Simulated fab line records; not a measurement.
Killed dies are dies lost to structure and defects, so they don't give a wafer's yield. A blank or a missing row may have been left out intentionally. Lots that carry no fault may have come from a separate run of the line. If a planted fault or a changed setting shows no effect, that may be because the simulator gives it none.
Lot-split experiment / flow berkeleyCmos170 / 23 wafers read across 5 lots, on a route 331 steps long

## THE SPLIT ITSELF
At UCB170_PSD_EXPOSE_03 (exposes mask PSELECT MOD, target cd 1200 nm), the setting doseMj was moved away from the recipe's 30 on 7 of the 23 wafers read, by -5.7% to +4.6%. For the rest of the wafers, this setting stayed at what the recipe calls for.

## FROM THE SPLIT TO THE READING: what the file shows between them, 2 steps
- UCB170_PSD_PEB_04
- UCB170_PSD_DEVELOP_05: develop time 45 s

## THE READING
cdNm, in nm, at UCB170_PSD_CD_MEAS_06 (target cd 1200 nm). A value of 1200.0 nm with a standard deviation of 1.2 nm is what fault-free wafers of this fab line usually give.

wafer=L077.1; tool, chamber at the split=krfScanner-01, 0; doseMj as run=30; against the recipe=recipe; cdNm, nm=1200.7; against lot-mates on the recipe=-
wafer=L077.2; tool, chamber at the split=krfScanner-01, 0; doseMj as run=30; against the recipe=recipe; cdNm, nm=1203.5; against lot-mates on the recipe=-
wafer=L077.3; tool, chamber at the split=krfScanner-01, 0; doseMj as run=28.3; against the recipe=-5.7%; cdNm, nm=1192.3; against lot-mates on the recipe=-9.7
wafer=L077.4; tool, chamber at the split=krfScanner-01, 0; doseMj as run=30; against the recipe=recipe; cdNm, nm=1201.9; against lot-mates on the recipe=-
wafer=L077.6; tool, chamber at the split=krfScanner-01, 0; doseMj as run=28.3; against the recipe=-5.7%; cdNm, nm=1191.1; against lot-mates on the recipe=-10.9
wafer=L075.1; tool, chamber at the split=krfScanner-01, 0; doseMj as run=30; against the recipe=recipe; cdNm, nm=1200.5; against lot-mates on the recipe=-
wafer=L075.2; tool, chamber at the split=krfScanner-01, 0; doseMj as run=28.89; against the recipe=-3.7%; cdNm, nm=1192.9; against lot-mates on the recipe=-7.9
wafer=L075.3; tool, chamber at the split=krfScanner-01, 0; doseMj as run=30; against the recipe=recipe; cdNm, nm=1201.1; against lot-mates on the recipe=-
wafer=L075.5; tool, chamber at the split=krfScanner-01, 0; doseMj as run=28.89; against the recipe=-3.7%; cdNm, nm=1193.4; against lot-mates on the recipe=-7.4
wafer=L075.6; tool, chamber at the split=krfScanner-01, 0; doseMj as run=28.89; against the recipe=-3.7%; cdNm, nm=1192.7; against lot-mates on the recipe=-8.1
wafer=L079.1; tool, chamber at the split=krfScanner-02, 0; doseMj as run=30; against the recipe=recipe; cdNm, nm=1200.9; against lot-mates on the recipe=-
wafer=L079.2; tool, chamber at the split=krfScanner-02, 0; doseMj as run=30; against the recipe=recipe; cdNm, nm=1199.8; against lot-mates on the recipe=-
wafer=L079.5; tool, chamber at the split=krfScanner-02, 0; doseMj as run=30; against the recipe=recipe; cdNm, nm=1200.1; against lot-mates on the recipe=-
wafer=L084.1; tool, chamber at the split=krfScanner-01, 0; doseMj as run=30; against the recipe=recipe; cdNm, nm=1201.8; against lot-mates on the recipe=-
wafer=L084.2; tool, chamber at the split=krfScanner-01, 0; doseMj as run=30; against the recipe=recipe; cdNm, nm=1200.1; against lot-mates on the recipe=-
wafer=L084.3; tool, chamber at the split=krfScanner-01, 0; doseMj as run=30; against the recipe=recipe; cdNm, nm=1199.8; against lot-mates on the recipe=-
wafer=L084.5; tool, chamber at the split=krfScanner-01, 0; doseMj as run=30; against the recipe=recipe; cdNm, nm=1200.3; against lot-mates on the recipe=-
wafer=L084.6; tool, chamber at the split=krfScanner-01, 0; doseMj as run=30; against the recipe=recipe; cdNm, nm=1199.9; against lot-mates on the recipe=-
wafer=L085.1; tool, chamber at the split=krfScanner-01, 0; doseMj as run=30; against the recipe=recipe; cdNm, nm=1199.9; against lot-mates on the recipe=-
wafer=L085.2; tool, chamber at the split=krfScanner-01, 0; doseMj as run=31.37; against the recipe=+4.6%; cdNm, nm=1208.8; against lot-mates on the recipe=+8.7
wafer=L085.3; tool, chamber at the split=krfScanner-01, 0; doseMj as run=30; against the recipe=recipe; cdNm, nm=1200.9; against lot-mates on the recipe=-
wafer=L085.4; tool, chamber at the split=krfScanner-01, 0; doseMj as run=31.37; against the recipe=+4.6%; cdNm, nm=1210.0; against lot-mates on the recipe=+9.9
wafer=L085.6; tool, chamber at the split=krfScanner-01, 0; doseMj as run=30; against the recipe=recipe; cdNm, nm=1199.4; against lot-mates on the recipe=-

FIT RESULTS
A straight line over all 23 wafers: cdNm changes by +1.82 nm for each +1% of doseMj; r = +0.97; the points scatter about the line by 1.1 nm.
The same after taking each lot's own level away (the mean of its wafers on the recipe; 23 wafers): +1.97 nm for each +1%; r = +0.99; scatter 0.78 nm.
On that fit, the largest move of doseMj shifts the reading by 11 nm.
Measured against the standard deviation above, the lots' own levels, which go from 1200.07 to 1202.03 nm, span 1.6 times it.
The two slopes agree, so the slope changes little with the lot-to-lot level.
Check: for one of the wafers moved furthest among these (-5.7%), held out of the fit, the line's prediction against its lot-mates is -11.5 nm. It came out at -9.73 nm against them.

## THE FILE'S OWN FIT
cdNm changes by +1.95 nm for each +1% of doseMj, r = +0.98.
